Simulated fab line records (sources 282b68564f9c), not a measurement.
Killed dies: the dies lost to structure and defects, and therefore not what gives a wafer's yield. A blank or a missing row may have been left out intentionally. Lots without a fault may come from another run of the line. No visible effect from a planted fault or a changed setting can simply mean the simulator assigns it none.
Tool commonality check	flow ritCmos	48 wafers sampled across 14 lots

THE REASON FOR OPENING IT
RIT_PLDD_TW_MEAS_10, reading PLDD_TW: flagged on 2 of 14 lots. Fault-free wafers read 2330, with a standard deviation of 12.
Rule: flag the lot when none of its wafers has a number, or when each of its wafers that has one lies beyond 4 standard deviations from that mean. As for the other lots, they are considered sound.

lot	measured	on	PLDD_TW, wafer by wafer	flag
L410	day 3 07:00	filmMetro-04	2325 2336 2338	
L411	day 3 10:59	filmMetro-02	2329 2326 2315	
L413	day 3 20:54	filmMetro-04	2343 2333 2324	
L414	day 4 00:35	filmMetro-04	2297 2301 2313	
L415	day 4 07:02	filmMetro-03	2344 2341 2347	
L417	day 4 17:17	filmMetro-04	2311 2329 2304	
L419	day 5 01:41	filmMetro-02	2320 2320 2314	
L421	day 5 11:41	filmMetro-03	2347 2352 2347	
L422	day 5 18:03	filmMetro-02	1879 1880 1894 1899 1893 1891	FLAGGED
L423	day 5 21:56	filmMetro-04	1885 1885 1878 1889 1873 1879	FLAGGED
L424	day 6 03:19	filmMetro-02	2328 2342 2332	
L425	day 6 08:51	filmMetro-03	2325 2335 2333	
L427	day 6 18:46	filmMetro-02	2340 2328 2338	
L428	day 7 01:47	filmMetro-04	2328 2322 2310	
Average over the flagged lots: 1885; offset from the usual -445, equal to -37 standard deviations.

LOT BY LOT: THE TOOL USED
The record holds 1 process step before the reading, out of a route of 202 steps. Every cell lists first the tool, next ch and the chambers used by the sampled wafers, and last the start.
lot	flag	RIT_PLDD_IMPLANT_08
L410		implanter-03 ch 0, day 3 06:40
L411		implanter-03 ch 0, day 3 10:39
L413		implanter-03 ch 0, day 3 20:34
L414		implanter-03 ch 0, day 4 00:16
L415		implanter-02 ch 0, day 4 06:43
L417		implanter-03 ch 0, day 4 16:58
L419		implanter-03 ch 0, day 5 01:22
L421		implanter-01 ch 0, day 5 11:23
L422	FLAGGED	implanter-03 ch 0, day 5 17:44
L423	FLAGGED	implanter-03 ch 0, day 5 21:37
L424		implanter-02 ch 0, day 6 03:01
L425		implanter-01 ch 0, day 6 08:32
L427		implanter-01 ch 0, day 6 18:26
L428		implanter-02 ch 0, day 7 01:28
These steps, and what they do:
- RIT_PLDD_IMPLANT_08
- RIT_PLDD_TW_MEAS_10

FLAGGED AGAINST TOTAL, ONE TOOL AT A TIME (gauges that did the reading follow at the end)
step	tool	lots run	flagged	share of the flagged lots	sound lots run after its first flagged lot
RIT_PLDD_IMPLANT_08	implanter-01	3	0	none	-
RIT_PLDD_IMPLANT_08	implanter-02	3	0	none	-
RIT_PLDD_IMPLANT_08	implanter-03	8	2	all	0
RIT_PLDD_TW_MEAS_10	filmMetro-02	5	1	some	2 (L424,L427)
RIT_PLDD_TW_MEAS_10	filmMetro-03	3	0	none	-
RIT_PLDD_TW_MEAS_10	filmMetro-04	6	1	some	1 (L428)

THE TABLE: WHAT IT ALLOWS
In the table, 1 row covers all flagged lots: implanter-03 at RIT_PLDD_IMPLANT_08.
- implanter-03 at RIT_PLDD_IMPLANT_08: 2 of its 8 lots flagged. Its last sound lot is L419 (day 5 01:22), its first flagged lot L422 (day 5 17:44): a fault that began between those two fits. Its own readings (doseIonsCm2, faradayCurrentUA) fall more than 4 standard deviations out on all wafers of the flagged lots.
Left over: one tool, implanter-03 at RIT_PLDD_IMPLANT_08.

WHAT THE SIMULATOR PUT IN
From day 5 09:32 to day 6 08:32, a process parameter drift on implanter-03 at RIT_PLDD_IMPLANT_08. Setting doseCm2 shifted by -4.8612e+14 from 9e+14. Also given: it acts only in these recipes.
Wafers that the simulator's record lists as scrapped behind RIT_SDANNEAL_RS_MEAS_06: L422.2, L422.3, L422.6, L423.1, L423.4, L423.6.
Shown lots that were struck: L422, L423. The same result came from the rule above.
